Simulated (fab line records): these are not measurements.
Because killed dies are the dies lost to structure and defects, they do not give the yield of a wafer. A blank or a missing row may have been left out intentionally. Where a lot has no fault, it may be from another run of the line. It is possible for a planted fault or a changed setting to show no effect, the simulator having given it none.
A lot that was struck, set against a sound lot -- flow berkeley-cmos170 -- 14 out of 331 route steps
Sound: wafers L883.2, L883.3, L883.6. Wafers struck: L881.2, L881.3, L881.6. Last of all comes the cause.
Each step with rows lists, per side, the tool, then ch with its chambers, then its first start. Under that, the readings that differ: sound wafers -- struck wafers -- difference of the means -- sigmas: that difference in standard deviations of wafers without a fault.
alike: readings whose means differ by less than 2 such deviations, and words and numbers that are the same on both sides. not compared: withheld readings, readings that some wafer has no value for, bounds like >300 that may hide the same value, and numbers for which the record gives no deviation and whose values overlap.
The two part at a step that has a row with sigmas, a row that says differs or no value, or rows on one side only. When numbers do not overlap yet have no deviation, they are printed without sigmas and do not part them. Lack of a reading on every wafer of one side parts them only where that side has two or more wafers.

UCB170_BACKSIDE_STRIP_03: strips in O2.
  sound on plasma-asher-01 ch 0,1, day 9 19:08; struck on plasma-asher-01 ch 0, day 9 19:29
  alike: drypump-motor-current-A, oes-product-au, strip-time-to-endpoint-s
  not compared: rf-hours-counter-h
then, 1 step without rows for these wafers: UCB170_BACKSIDE_CLEAN_04 (cleans in SPM, time 600 s).
UCB170_SDANNEAL_RTA_00: time 10 s.
  sound on rtp-anneal-01 ch 0, day 9 19:29; struck on rtp-anneal-02 ch 0, day 9 19:47
  alike: anneal-temp-c-max, chamber-o2-ppm, lamp-power-pct, wafer_temp_C_max
UCB170_SDANNEAL_RTA_01: time 5 s.
  sound on rtp-anneal-01 ch 0, day 9 19:32; struck on rtp-anneal-02 ch 0, day 9 19:51
reading,sound,struck,difference,sigmas
lamp-power-pct (%),40.2 40.2 40.2,38.7 38.7 38.6,-1.5,-2
  alike: anneal-temp-c-max, chamber-o2-ppm, wafer_temp_C_max
UCB170_SDANNEAL_RS_MEAS_02: measurement is done with a four-point probe.
  sound on film-metro-03, day 9 19:40; struck on film-metro-02, day 9 19:55
  alike: PSD_RS
UCB170_SDANNEAL_RS_MEAS_03: measurement is done with a four-point probe.
  sound on film-metro-03, day 9 19:47; struck on film-metro-02, day 9 20:02
  alike: NSD_RS
UCB170_SDANNEAL_RS_MEAS_04: measurement is done with a four-point probe.
  sound on film-metro-03, day 9 19:54; struck on film-metro-02, day 9 20:10
  alike: PLDD_RS
UCB170_SDANNEAL_RS_MEAS_05: measurement is done with a four-point probe.
  sound on film-metro-03, day 9 20:01; struck on film-metro-02, day 9 20:17
  alike: NLDD_RS
then, 1 step without rows for these wafers: UCB170_SILICIDE_PRE_CLEAN_00 (preclean etch time 60 s).
UCB170_SILICIDE_SPUTTER_01: material Ti, target thk 30 nm, time 25 s.
  sound on pvd-sputter-04, day 9 20:11; struck on pvd-sputter-02, day 9 20:27
  alike: throttle-valve-pct
UCB170_SILICIDE_RS_MEAS_02: measurement is done with a four-point probe.
  sound on film-metro-04, day 9 20:14; struck on film-metro-04, day 9 20:30
  alike: SILICIDE_TI_RS
UCB170_SILICIDE_THK_MEAS_03: measures by xrf.
  sound on film-metro-04, day 9 20:21; struck on film-metro-04, day 9 20:37
  alike: SILICIDE_TI_THK
UCB170_SILICIDE_RTA_04: time 15 s.
  sound on rtp-anneal-01 ch 0, day 9 20:25; struck on rtp-anneal-01, day 9 20:40
  no value came back on the struck wafers for any of 5 readings (anneal-temp-c-max, chamber-o2-ppm and others); on the sound wafers anneal-temp-c-max reads 652.3 652.8 653.7
then, 1 step without rows for these wafers: UCB170_SILICIDE_WET_ETCH_05 (etches Ti in SPM, time 45 s).

== WHERE THEY PART ==
Earliest at UCB170_SDANNEAL_RTA_01; latest, in this record, at UCB170_SILICIDE_RTA_04.

WHY: what the simulator had put in
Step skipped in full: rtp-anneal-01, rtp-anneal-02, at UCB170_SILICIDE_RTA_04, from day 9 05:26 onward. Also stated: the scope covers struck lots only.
